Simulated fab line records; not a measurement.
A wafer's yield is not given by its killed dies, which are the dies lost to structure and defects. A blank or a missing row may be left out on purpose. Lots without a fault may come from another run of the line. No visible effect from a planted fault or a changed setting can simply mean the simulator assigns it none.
What tool caused it? + flow berkeley-cmos170 + 42 wafers from 14 lots sampled at 4 of the route's 331 steps

== WHAT THE GAUGES READ, wafer by wafer ==
UCB170_SILICIDE_RS_MEAS_02: the measuring method here is four-point-probe.
| lot  | measured     | on            | SILICIDE_TI_RS (ohm/sq) |
|------|--------------|---------------|-------------------------|
| L550 | day 7 04:26  | film-metro-01 | 26.0 26.1 26.0          |
| L552 | day 8 03:53  | film-metro-03 | 25.4 25.5 25.7          |
| L551 | day 8 04:47  | film-metro-03 | 26.3 26.1 26.5          |
| L555 | day 8 11:19  | film-metro-03 | 25.8 25.7 25.6          |
| L556 | day 9 00:23  | film-metro-03 | 26.2 26.2 26.0          |
| L559 | day 10 01:05 | film-metro-03 | 26.5 26.5 26.3          |
| L560 | day 10 01:07 | film-metro-01 | 26.0 26.3 26.2          |
| L563 | day 10 13:41 | film-metro-03 | 26.6 26.5 26.2          |
| L561 | day 10 14:31 | film-metro-04 | 25.8 25.9 25.6          |
| L564 | day 10 14:50 | film-metro-03 | 34.8 26.1 26.2          |
| L567 | day 11 08:17 | film-metro-03 | 26.4 26.5 26.3          |
| L568 | day 11 08:30 | film-metro-04 | 25.3 25.3 25.5          |
| L569 | day 11 08:52 | film-metro-03 | 25.7 34.1 25.8          |
| L573 | day 12 12:12 | film-metro-03 | 26.2 26.3 26.2          |

UCB170_SILICIDE_THK_MEAS_03: measures by xrf.
| lot  | measured     | on            | SILICIDE_TI_THK (nm) |
|------|--------------|---------------|----------------------|
| L550 | day 7 04:32  | film-metro-01 | 29.7 29.6 29.7       |
| L552 | day 8 03:59  | film-metro-03 | 30.8 30.6 30.5       |
| L551 | day 8 04:53  | film-metro-03 | 29.9 29.9 29.6       |
| L555 | day 8 11:25  | film-metro-03 | 30.4 30.3 30.4       |
| L556 | day 9 00:30  | film-metro-03 | 30.0 30.0 30.3       |
| L559 | day 10 01:13 | film-metro-03 | 29.7 29.6 29.9       |
| L560 | day 10 01:13 | film-metro-01 | 29.8 29.5 29.6       |
| L563 | day 10 13:48 | film-metro-03 | 29.6 29.7 29.9       |
| L561 | day 10 14:38 | film-metro-04 | 30.2 29.9 30.1       |
| L564 | day 10 14:56 | film-metro-03 | 23.6 30.1 29.9       |
| L567 | day 11 08:23 | film-metro-03 | 29.7 29.7 29.8       |
| L568 | day 11 08:37 | film-metro-04 | 30.8 30.6 30.5       |
| L569 | day 11 08:58 | film-metro-03 | 30.5 24.0 30.2       |
| L573 | day 12 12:19 | film-metro-03 | 29.9 29.6 29.8       |

== EACH LOT AND THE TOOL THAT RAN IT (in order: tool; ch and the chambers of the sampled wafers; start) ==
| lot  | UCB170_SDANNEAL_RTA_01           | UCB170_SILICIDE_SPUTTER_01   |
|------|----------------------------------|------------------------------|
| L550 | rtp-anneal-01 ch 0, day 7 03:47  | pvd-sputter-01, day 7 04:22  |
| L552 | rtp-anneal-02 ch 0, day 8 03:14  | pvd-sputter-02, day 8 03:50  |
| L551 | rtp-anneal-01 ch 0, day 8 04:08  | pvd-sputter-03, day 8 04:44  |
| L555 | rtp-anneal-01 ch 0, day 8 10:40  | pvd-sputter-01, day 8 11:15  |
| L556 | rtp-anneal-01 ch 0, day 8 23:45  | pvd-sputter-03, day 9 00:21  |
| L559 | rtp-anneal-02 ch 0, day 10 00:28 | pvd-sputter-01, day 10 01:04 |
| L560 | rtp-anneal-01 ch 0, day 10 00:28 | pvd-sputter-03, day 10 01:04 |
| L563 | rtp-anneal-01 ch 0, day 10 13:03 | pvd-sputter-01, day 10 13:38 |
| L561 | rtp-anneal-01 ch 0, day 10 13:52 | pvd-sputter-02, day 10 14:28 |
| L564 | rtp-anneal-01 ch 0, day 10 14:11 | pvd-sputter-01, day 10 14:47 |
| L567 | rtp-anneal-01 ch 0, day 11 07:38 | pvd-sputter-03, day 11 08:13 |
| L568 | rtp-anneal-02 ch 0, day 11 07:52 | pvd-sputter-02, day 11 08:28 |
| L569 | rtp-anneal-01 ch 0, day 11 08:13 | pvd-sputter-01, day 11 08:49 |
| L573 | rtp-anneal-02 ch 0, day 12 11:34 | pvd-sputter-03, day 12 12:10 |
- UCB170_SDANNEAL_RTA_01: time 5 s.
- UCB170_SILICIDE_SPUTTER_01: material Ti, target thk 30 nm, time 25 s.

== AS READ BY THE TOOLS THEMSELVES (means over the sampled wafers that have a number; for cases with no such wafer, the mark the record gives instead) ==
UCB170_SDANNEAL_RTA_01.
| lot  | tool          | chamber-o2-ppm | lamp-power-pct (%) | wafer_temp_C_max |
|------|---------------|----------------|--------------------|------------------|
| L550 | rtp-anneal-01 | 2.009          | 36.6               | 1054.4           |
| L552 | rtp-anneal-02 | 1.997          | 40.4               | 1053.3           |
| L551 | rtp-anneal-01 | 2.000          | 36.6               | 1052.9           |
| L555 | rtp-anneal-01 | 1.996          | 36.6               | 1054.8           |
| L556 | rtp-anneal-01 | 1.967          | 36.6               | 1054.9           |
| L559 | rtp-anneal-02 | 2.033          | 40.4               | 1053.8           |
| L560 | rtp-anneal-01 | 1.994          | 36.6               | 1053.8           |
| L563 | rtp-anneal-01 | 2.005          | 36.6               | 1054.6           |
| L561 | rtp-anneal-01 | 2.003          | 36.6               | 1054.2           |
| L564 | rtp-anneal-01 | 1.996          | 36.6               | 1054.3           |
| L567 | rtp-anneal-01 | 2.010          | 36.6               | 1054.4           |
| L568 | rtp-anneal-02 | 1.975          | 40.4               | 1054.8           |
| L569 | rtp-anneal-01 | 1.993          | 36.6               | 1053.2           |
| L573 | rtp-anneal-02 | 2.032          | 40.4               | 1054.5           |

UCB170_SILICIDE_SPUTTER_01.
| lot  | tool           | throttle-valve-pct (%) |
|------|----------------|------------------------|
| L550 | pvd-sputter-01 | 30.6                   |
| L552 | pvd-sputter-02 | 30.8                   |
| L551 | pvd-sputter-03 | 30.6                   |
| L555 | pvd-sputter-01 | 30.9                   |
| L556 | pvd-sputter-03 | 30.1                   |
| L559 | pvd-sputter-01 | 31.5                   |
| L560 | pvd-sputter-03 | 30.7                   |
| L563 | pvd-sputter-01 | 30.7                   |
| L561 | pvd-sputter-02 | 30.5                   |
| L564 | pvd-sputter-01 | 30.7                   |
| L567 | pvd-sputter-03 | 28.7                   |
| L568 | pvd-sputter-02 | 29.8                   |
| L569 | pvd-sputter-01 | 31.2                   |
| L573 | pvd-sputter-03 | 31.0                   |

== THE ANSWER, worked out from the rows above alone ==
Rule: what is usual is taken from the lots themselves. The widest of any qualifying gaps counts: lots, ordered by their means at a reading, are off when they make up no more than a third of the lots, leave a main group of 4 or more, and stand apart from it by 3 or more times the standard deviation of that group's means. A main group whose means are all the same, to the digits that the tables above print for the reading, isn't used. Also off: a lot with no number at a reading for which 4 or more lots have one. Where the step has rows for the other lots, those lots are counted as sound. The gauges are gone through in route order, then the tools' own readings, and for those a lot's mean is taken as printed above. The first step at which some lot is off is used, and at that step the reading that is off furthest; a lot without a number counts as furthest.
Off: L564, L569, at UCB170_SILICIDE_RS_MEAS_02 (SILICIDE_TI_RS). Main group: mean 26.0 ohm/sq, sd 0.35.
If a tool, at a process step before that reading, ran all the lots that are off and no sound lot after the first of them, it fits. The gauges at UCB170_SILICIDE_RS_MEAS_02 are tried like those tools. One candidate fits, namely pvd-sputter-01 at UCB170_SILICIDE_SPUTTER_01. Its last sound lot is L563 (day 10 13:38), its first lot that is off L564 (day 10 14:47): a fault that began between those two fits.

== WHAT WAS PUT IN BY THE SIMULATOR ==
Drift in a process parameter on pvd-sputter-01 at UCB170_SILICIDE_SPUTTER_01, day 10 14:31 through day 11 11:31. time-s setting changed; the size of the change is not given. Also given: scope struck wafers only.
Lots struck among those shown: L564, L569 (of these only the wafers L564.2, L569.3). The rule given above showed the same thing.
